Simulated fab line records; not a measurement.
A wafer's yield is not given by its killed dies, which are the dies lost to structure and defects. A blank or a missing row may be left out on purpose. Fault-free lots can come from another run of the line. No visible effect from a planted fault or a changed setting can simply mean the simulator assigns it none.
fab line records | flow rit_cmos
[record] lots = 15 | wafers = 45 | last_day = 7
route steps=202 shown SILICIDE@162 M1@202
lots that met no fault: from a run of the same line without faults
start_h: start of the lot's first displayed wafer, in hours after the record's first day | wait_h: hours elapsed since this lot's preceding step | " repeats the value in the row above | L1.1+2: a row that stands for several wafers | - value missing, or start not given | * or withheld: withheld | < > ~ a bound
route shown NAME@n: names a module that has steps shown in the file, with the first one's number in the route | usual: average and standard deviation across the fault-free wafers | same: alike in all rows | chamber/n: place in a boat | sites: each site's reading | _std_site: standard deviation across them | _edge_site: inner sites' mean taken away from outer sites' mean | radius_mm: how far each site lies from the wafer's centre | mask NAME#n: copy n | behind: the most recent tool/chamber to have shaped the wafer | hold: why the lot was held/for how many hours/how that ended | device: names the non-switching transistor (n, p or np) | end of line: the tests these same wafers got at the end of their route | step lacking rows: just its recipe | killed: dies lost to structure and defects at the first sort, not the wafer's yield | map: a wafer's dies, x killed, . not, _ none there
set.NAME: the setting as run; set.NAME@STEP: as run at that earlier step | model.NAME: the simulator's own value behind a step, which no gauge read
steps of the route over a sample of lots; a table a step, a row a wafer
services: a tool's chamber out of use, with start hour (start_h, from the record's first day; less than 0 if before it), hours out, and reason
[[steps]]
[step RIT_SILICIDE_SPUTTER_01]
[recipe] material = Ti | target_thk_nm = 30 | power_w = 350 | chamber_pressure_pa = 0.667 | gas = Ar | time_s = 240 | substrate_temp_c = 25
[usual] throttle_valve_pct = 30.1/0.65
lot.wafer | tool           | chamber | start_h | wait_h | throttle_valve_pct
L700.3    | pvd_sputter-04 | -       | 53.02   | 0.0    | 29.6
L700.4    | "              | -       | "       | "      | 30.3
L700.6    | "              | -       | "       | "      | 29.5
L701.1    | pvd_sputter-01 | -       | 55.05   | 0.0    | 29.6
L701.4    | "              | -       | "       | "      | 29.9
L701.5    | "              | -       | "       | "      | 30.4
L702.3    | pvd_sputter-01 | -       | 59.11   | 0.0    | 29.9
L702.5    | "              | -       | "       | "      | 29.5
L702.6    | "              | -       | "       | "      | 29.7
L704.2    | pvd_sputter-01 | -       | 69.28   | 0.0    | 30.4
L704.3    | "              | -       | "       | "      | 29.8
L704.4    | "              | -       | "       | "      | 29.9
L705.1    | pvd_sputter-02 | -       | 77.03   | 0.0    | 30.5
L705.2    | "              | -       | "       | "      | 29.3
L705.3    | "              | -       | "       | "      | 28.8
L706.2    | pvd_sputter-01 | -       | 80.14   | 0.0    | 29.9
L706.4    | "              | -       | "       | "      | 31.1
L706.6    | "              | -       | "       | "      | 30.6
L707.1    | pvd_sputter-02 | -       | 86.33   | 0.0    | 30.7
L707.2    | "              | -       | "       | "      | 28.8
L707.4    | "              | -       | "       | "      | 29.5
L708.1    | pvd_sputter-01 | -       | 89.21   | 0.0    | 30.4
L708.2    | "              | -       | "       | "      | 31.1
L708.5    | "              | -       | "       | "      | 30.0
L712.1    | pvd_sputter-04 | -       | 113.67  | 0.0    | 30.3
L712.2    | "              | -       | "       | "      | 29.7
L712.5    | "              | -       | "       | "      | 30.2
L714.3    | pvd_sputter-04 | -       | 121.37  | 0.0    | 30.4
L714.4    | "              | -       | "       | "      | 29.7
L714.5    | "              | -       | "       | "      | 30.3
L716.2    | pvd_sputter-02 | -       | 131.18  | 0.0    | 29.0
L716.3    | "              | -       | "       | "      | 28.9
L716.6    | "              | -       | "       | "      | 29.3
L718.1    | pvd_sputter-02 | -       | 139.95  | 0.0    | 30.6
L718.4    | "              | -       | "       | "      | 29.1
L718.5    | "              | -       | "       | "      | 28.9
L720.1    | pvd_sputter-04 | -       | 149.00  | 0.0    | 29.4
L720.2    | "              | -       | "       | "      | 30.2
L720.5    | "              | -       | "       | "      | 29.4
L721.2    | pvd_sputter-01 | -       | 156.45  | 0.0    | 30.4
L721.3    | "              | -       | "       | "      | 29.9
L721.4    | "              | -       | "       | "      | 31.1
L723.2    | pvd_sputter-01 | -       | 165.31  | 0.0    | 29.9
L723.4    | "              | -       | "       | "      | 29.7
L723.6    | "              | -       | "       | "      | 30.6
[step RIT_SILICIDE_RS_MEAS_02]
[recipe] thk_meas_gauge = four-point-probe | reads = Ti_of_SILICIDE_SPUTTER_01
[usual] SILICIDE_TI_RS = 47.8/0.73
lot.wafer | tool          | chamber | start_h | wait_h | SILICIDE_TI_RS[ohm/sq]
L700.3    | film_metro-02 | -       | 53.21   | 0.1    | 48.7
L700.4    | "             | -       | "       | "      | 49.0
L700.6    | "             | -       | "       | "      | 48.9
L701.1    | film_metro-04 | -       | 55.20   | 0.1    | 47.7
L701.4    | "             | -       | "       | "      | 48.2
L701.5    | "             | -       | "       | "      | 47.0
L702.3    | film_metro-02 | -       | 59.30   | 0.1    | 48.1
L702.5    | "             | -       | "       | "      | 48.0
L702.6    | "             | -       | "       | "      | 47.6
L704.2    | film_metro-03 | -       | 69.45   | 0.1    | 47.5
L704.3    | "             | -       | "       | "      | 48.5
L704.4    | "             | -       | "       | "      | 136.8
L705.1    | film_metro-02 | -       | 77.18   | 0.1    | 46.3
L705.2    | "             | -       | "       | "      | 46.8
L705.3    | "             | -       | "       | "      | 46.5
L706.2    | film_metro-04 | -       | 80.31   | 0.1    | 141.4
L706.4    | "             | -       | "       | "      | 47.7
L706.6    | "             | -       | "       | "      | 47.8
L707.1    | film_metro-02 | -       | 86.48   | 0.1    | 47.7
L707.2    | "             | -       | "       | "      | 47.8
L707.4    | "             | -       | "       | "      | 47.7
L708.1    | film_metro-04 | -       | 89.36   | 0.1    | 47.1
L708.2    | "             | -       | "       | "      | 46.8
L708.5    | "             | -       | "       | "      | 135.3
L712.1    | film_metro-02 | -       | 113.82  | 0.1    | 47.9
L712.2    | "             | -       | "       | "      | 48.5
L712.5    | "             | -       | "       | "      | 47.7
L714.3    | film_metro-03 | -       | 121.56  | 0.1    | 48.5
L714.4    | "             | -       | "       | "      | 48.6
L714.5    | "             | -       | "       | "      | 48.4
L716.2    | film_metro-04 | -       | 131.35  | 0.1    | 47.5
L716.3    | "             | -       | "       | "      | 47.9
L716.6    | "             | -       | "       | "      | 47.6
L718.1    | film_metro-04 | -       | 140.10  | 0.1    | 47.2
L718.4    | "             | -       | "       | "      | 47.5
L718.5    | "             | -       | "       | "      | 48.2
L720.1    | film_metro-02 | -       | 149.15  | 0.1    | 48.1
L720.2    | "             | -       | "       | "      | 47.6
L720.5    | "             | -       | "       | "      | 48.3
L721.2    | film_metro-04 | -       | 156.62  | 0.1    | 47.6
L721.3    | "             | -       | "       | "      | 49.2
L721.4    | "             | -       | "       | "      | 47.1
L723.2    | film_metro-04 | -       | 165.48  | 0.1    | 48.0
L723.4    | "             | -       | "       | "      | 49.1
L723.6    | "             | -       | "       | "      | 47.9
[step RIT_SILICIDE_THK_MEAS_03]
[recipe] thk_meas_gauge = xrf | reads = Ti_of_SILICIDE_SPUTTER_01
[usual] SILICIDE_TI_THK = 30.1/0.41
lot.wafer | tool          | chamber | start_h | wait_h | SILICIDE_TI_THK[nm]
L700.3    | film_metro-02 | -       | 53.31   | 0.1    | 29.7
L700.4    | "             | -       | "       | "      | 29.5
L700.6    | "             | -       | "       | "      | 29.5
L701.1    | film_metro-04 | -       | 55.32   | 0.1    | 30.6
L701.4    | "             | -       | "       | "      | 29.9
L701.5    | "             | -       | "       | "      | 30.7
L702.3    | film_metro-02 | -       | 59.40   | 0.1    | 29.8
L702.5    | "             | -       | "       | "      | 30.0
L702.6    | "             | -       | "       | "      | 30.2
L704.2    | film_metro-03 | -       | 69.56   | 0.1    | 30.3
L704.3    | "             | -       | "       | "      | 29.8
L704.4    | "             | -       | "       | "      | 13.3
L705.1    | film_metro-02 | -       | 77.30   | 0.1    | 30.5
L705.2    | "             | -       | "       | "      | 30.5
L705.3    | "             | -       | "       | "      | 30.6
L706.2    | film_metro-04 | -       | 80.42   | 0.1    | 13.0
L706.4    | "             | -       | "       | "      | 30.2
L706.6    | "             | -       | "       | "      | 30.2
L707.1    | film_metro-02 | -       | 86.60   | 0.1    | 30.0
L707.2    | "             | -       | "       | "      | 29.9
L707.4    | "             | -       | "       | "      | 30.0
L708.1    | film_metro-04 | -       | 89.48   | 0.1    | 30.5
L708.2    | "             | -       | "       | "      | 30.7
L708.5    | "             | -       | "       | "      | 13.4
L712.1    | film_metro-02 | -       | 113.94  | 0.1    | 29.7
L712.2    | "             | -       | "       | "      | 29.3
L712.5    | "             | -       | "       | "      | 29.8
L714.3    | film_metro-03 | -       | 121.66  | 0.1    | 29.6
L714.4    | "             | -       | "       | "      | 29.6
L714.5    | "             | -       | "       | "      | 29.8
L716.2    | film_metro-04 | -       | 131.46  | 0.1    | 30.4
L716.3    | "             | -       | "       | "      | 30.2
L716.6    | "             | -       | "       | "      | 30.4
L718.1    | film_metro-04 | -       | 140.22  | 0.1    | 30.6
L718.4    | "             | -       | "       | "      | 30.5
L718.5    | "             | -       | "       | "      | 30.0
L720.1    | film_metro-02 | -       | 149.27  | 0.1    | 29.8
L720.2    | "             | -       | "       | "      | 29.9
L720.5    | "             | -       | "       | "      | 29.7
L721.2    | film_metro-04 | -       | 156.73  | 0.1    | 30.2
L721.3    | "             | -       | "       | "      | 29.5
L721.4    | "             | -       | "       | "      | 30.6
L723.2    | film_metro-04 | -       | 165.59  | 0.1    | 30.2
L723.4    | "             | -       | "       | "      | 29.5
L723.6    | "             | -       | "       | "      | 30.2
[step RIT_M1_PROBE_99]
[usual] killed_at_M0_to_M3 = 0.0/0.083 | killed_at_contacts = 0.1/0.36 | killed_at_front_end = 7.2/2.9 | killed_dies = 7.4/2.9 | killed_open = 3.8/2 | killed_short = 3.5/2
[same] gross_dies = 264 | killed_at_M4_up = 0 | killed_at_back_side = 0 | killed_at_other = 0
lot.wafer | tool      | chamber | start_h | wait_h | killed_at_M0_to_M3 | killed_at_contacts | killed_at_front_end | killed_dies | killed_open | killed_short
L718.1    | prober-01 | -       | 147.11  | 0.1    | 0                  | 0                  | 3                   | 3           | 3           | 0
L718.4    | prober-01 | -       | 147.26  | 0.2    | 0                  | 0                  | 4                   | 4           | 2           | 1
L718.5    | prober-01 | -       | 147.31  | 0.2    | 0                  | 0                  | 7                   | 7           | 2           | 4
// killed by level:class
L718.1 FOX1:geometric_particle:open=1 GATE:geometric_particle:open=1 REOX:geometric_particle:open=1
L718.4 FOX1:geometric_particle:short=1 FOX2:geometric_particle:open=1 SPACER:geometric_particle:open=1 NLDD:coat_microbubble_printed=1
L718.5 GATE:geometric_particle:short=3 GATE:geometric_particle:open=2 REOX:geometric_particle:short=1 NLDD:coat_microbubble_printed=1
[[services]]
tool           | chamber | start_h | hours | kind
pvd_sputter-02 | -       | 53.78   | 10.5  | repair
[[key]]
[first_sign] step = RIT_SILICIDE_RS_MEAS_02 | reading = SILICIDE_TI_RS | direction = up | sigmas = 99+ | usual = 47.8 | struck = 137.9
[effect] step = RIT_SILICIDE_THK_MEAS_03 | reading = SILICIDE_TI_THK | direction = down | sigmas = 41 | usual = 30.1 | struck = 13.2
met_at RIT_SILICIDE_SPUTTER_01
struck_lots L704,L706,L708
struck_wafers L704.4,L706.2,L708.5
tester_left_out L704,L706,L708
onset_between 59.11 69.28
[fault] kind = process_parameter_drift | tool = pvd_sputter-01 | chamber = - | onset_h = 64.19 | steps = RIT_SILICIDE_SPUTTER_01 | channel = target_thk_nm | offset = -16.6 | shape = step | end_h = 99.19 | stated = 30 | scope = struck_wafers_only
// tester_left_out: of these lots the tester's yield and bins aren't shown, on N5 and GAA mostly nor the transistor test; their killed dies are dies lost to structure and defects alone, not to doping, threshold or leakage, so they don't give the yield
